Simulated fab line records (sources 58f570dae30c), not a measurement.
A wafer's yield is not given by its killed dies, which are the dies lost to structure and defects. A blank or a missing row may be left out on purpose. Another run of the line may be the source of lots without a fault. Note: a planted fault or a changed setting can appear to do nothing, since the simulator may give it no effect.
Chamber matching -- flow berkeley_cmos170 -- 4 sister chambers for UCB170_ZERO_ETCH_06 on rie_diel-03
The step etches SiO2 in CHF3/CF4/Ar, time 12 s. 4 wafers are shown with their chamber, then 8 later ones without.

WAFERS WITH THEIR CHAMBER
wafer,chamber,throttle_valve_pct (%)
L331.2,0,9.14
L333.3,1,9.01
L337.6,2,9.07
L340.3,3,9.43

WAFERS WITHOUT THEIR CHAMBER
wafer,throttle_valve_pct (%)
L340.4,9.01
L340.5,9.00
L342.1,9.12
L342.3,9.00
L342.5,9.08
L344.3,9.40
L344.4,9.14
L344.5,9.07

WHICH CHAMBER EACH WENT THROUGH
wafer,from the rows above,in truth
L340.4,1,1
L340.5,1,1
L342.1,0,0
L342.3,1,1
L342.5,2,2
L344.3,3,3
L344.4,0,0
L344.5,2,2
Correctly placed: 8 of 8. Left unplaced by these rows: 0. Number placed wrongly: 0.
How it was worked out, from the rows above alone: a wafer's distance from a chamber is the root of the sum, over the readings, of the square of ((its reading less the chamber's mean) divided by the reading's scatter). If the next closest chamber is less than 2 further off than the closest, the wafer can't be placed; otherwise it belongs to the closest. The mean given for a chamber averages the wafers shown for that chamber. The scatter (one wafer shown for each chamber): square how far every hidden wafer sits from the nearest shown wafer, average those squares and take the square root.
